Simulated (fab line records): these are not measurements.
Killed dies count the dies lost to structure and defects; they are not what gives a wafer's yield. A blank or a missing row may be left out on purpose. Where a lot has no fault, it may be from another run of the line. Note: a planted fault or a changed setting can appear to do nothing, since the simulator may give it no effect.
Split-lot study    flow rit_cmos    5 lots, 23 wafers read, on a route of 202 steps

## SPLIT DETAILS
At RIT_FOX1_OXIDATION_00 (target thk 350.7 nm, ox time 1130 s), the setting ox_time_s was moved away from the recipe's 1130 s on 15 of the 23 wafers read, by +4.2% to +14.0%. For the rest of the wafers, this setting stayed at what the recipe calls for.

Between the split and the reading, the file records no step.

## THE READING
Values of FOX1_OXIDE_THK in nm from RIT_FOX1_THK_MEAS_01. Fault-free wafers of this fab line usually give 349 nm, standard deviation 6 nm.

wafer   tool, chamber at the split  ox_time_s as run, s  against the recipe  FOX1_OXIDE_THK, nm  against lot-mates on the recipe
L074.1  -, -                        1288                 +14.0%              385                 no lot-mate on the recipe
L074.2  -, -                        1288                 +14.0%              385                 no lot-mate on the recipe
L074.3  -, -                        1288                 +14.0%              382                 no lot-mate on the recipe
L074.4  -, -                        1288                 +14.0%              380                 no lot-mate on the recipe
L074.6  -, -                        1288                 +14.0%              386                 no lot-mate on the recipe
L077.1  -, -                        1212                 +7.3%               363                 no lot-mate on the recipe
L077.2  -, -                        1212                 +7.3%               366                 no lot-mate on the recipe
L077.4  -, -                        1212                 +7.3%               366                 no lot-mate on the recipe
L077.5  -, -                        1212                 +7.3%               367                 no lot-mate on the recipe
L077.6  -, -                        1212                 +7.3%               367                 no lot-mate on the recipe
L078.1  furnace-01, 0               1130                 recipe              351                 -
L078.2  furnace-01, 0               1130                 recipe              353                 -
L078.6  furnace-01, 0               1130                 recipe              355                 -
L080.1  -, -                        1178                 +4.2%               354                 no lot-mate on the recipe
L080.2  -, -                        1178                 +4.2%               349                 no lot-mate on the recipe
L080.3  -, -                        1178                 +4.2%               356                 no lot-mate on the recipe
L080.4  -, -                        1178                 +4.2%               358                 no lot-mate on the recipe
L080.5  -, -                        1178                 +4.2%               353                 no lot-mate on the recipe
L084.1  -, -                        1130                 recipe              352                 -
L084.2  -, -                        1130                 recipe              350                 -
L084.3  -, -                        1130                 recipe              354                 -
L084.4  -, -                        1130                 recipe              345                 -
L084.6  -, -                        1130                 recipe              350                 -

FIT RESULTS
A straight line over all 23 wafers: FOX1_OXIDE_THK changes by +2.36 nm for each +1% of ox_time_s; r = +0.96; the points scatter about the line by 4 nm.
Too few moved wafers with a lot-mate on the recipe to fit a line net of each lot's own level.

## THE WHOLE CHAIN: every reading that the file lists as answering this split, in the file's order
step                   what it does                         reading                                                                            change (the file's fit)               r (the file's)
RIT_FOX1_OXIDATION_00  target thk 350.7 nm, ox time 1130 s  SiO2_of_FOX1_OXIDATION_00.thk_nm (the simulator's own value, which no gauge read)  +2.38 nm for each +1% of the setting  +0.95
RIT_FOX1_THK_MEAS_01                                        FOX1_OXIDE_THK                                                                     +2.37 for each +1% of the setting     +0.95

## THE FILE'S OWN FIT
FOX1_OXIDE_THK changes by +2.37 nm for each +1% of ox_time_s, r = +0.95.
